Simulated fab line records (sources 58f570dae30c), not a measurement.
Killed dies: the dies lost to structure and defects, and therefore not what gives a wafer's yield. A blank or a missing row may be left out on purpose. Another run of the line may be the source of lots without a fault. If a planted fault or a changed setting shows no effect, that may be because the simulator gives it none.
Which of the tools did it? -- flow berkeleyCmos170 -- at 1 step of a route of 331, 12 lots with 36 wafers sampled

## WHAT THE GAUGES SHOWED, per wafer
UCB170_NWELL_THK_MEAS_05.
lot,measured,on,NWELL_NITRIDE_THK (nm)
L075,day 2 18:33,filmMetro-04,225.3 221.5 223.8
L077,day 2 23:14,filmMetro-01,223.1 222.0 222.8
L079,day 3 12:01,filmMetro-03,226.4 223.7 224.2
L081,day 3 21:58,filmMetro-03,223.9 223.0 221.7
L083,day 4 08:43,filmMetro-03,221.2 222.0 221.1
L085,day 4 18:28,filmMetro-03,224.0 222.6 222.9
L087,day 5 00:49,filmMetro-03,227.5 225.5 227.1
L090,day 5 15:31,filmMetro-04,224.7 222.9 223.0
L092,day 6 03:49,filmMetro-01,225.3 225.1 225.7
L093,day 6 18:17,filmMetro-03,224.4 225.1 225.2
L095,day 7 01:07,filmMetro-04,223.8 222.6 221.9
L097,day 7 09:06,filmMetro-04,225.9 222.8 225.1

## TOOL THAT RAN EACH LOT (tool first, then ch and the chambers of the sampled wafers, then the start)
The record shows no process step preceding these readings.

## THE ANSWER, worked out from the rows above alone
Rule: what is usual is taken from the lots themselves. The widest of any qualifying gaps counts: lots, ordered by their means at a reading, are off when they make up no more than a third of the lots, leave a main group of 4 or more, and stand apart from it by 3 or more times the standard deviation of that group's means. The tables above print the reading to a certain number of digits; a main group whose means all agree to those digits is not used. Also off: a lot with no number at a reading for which 4 or more lots have one. All remaining lots with rows at the step are treated as sound.
No lot is off on any of the readings shown, so nothing can be concluded from this.

## WHAT THE SIMULATOR HAD INSERTED
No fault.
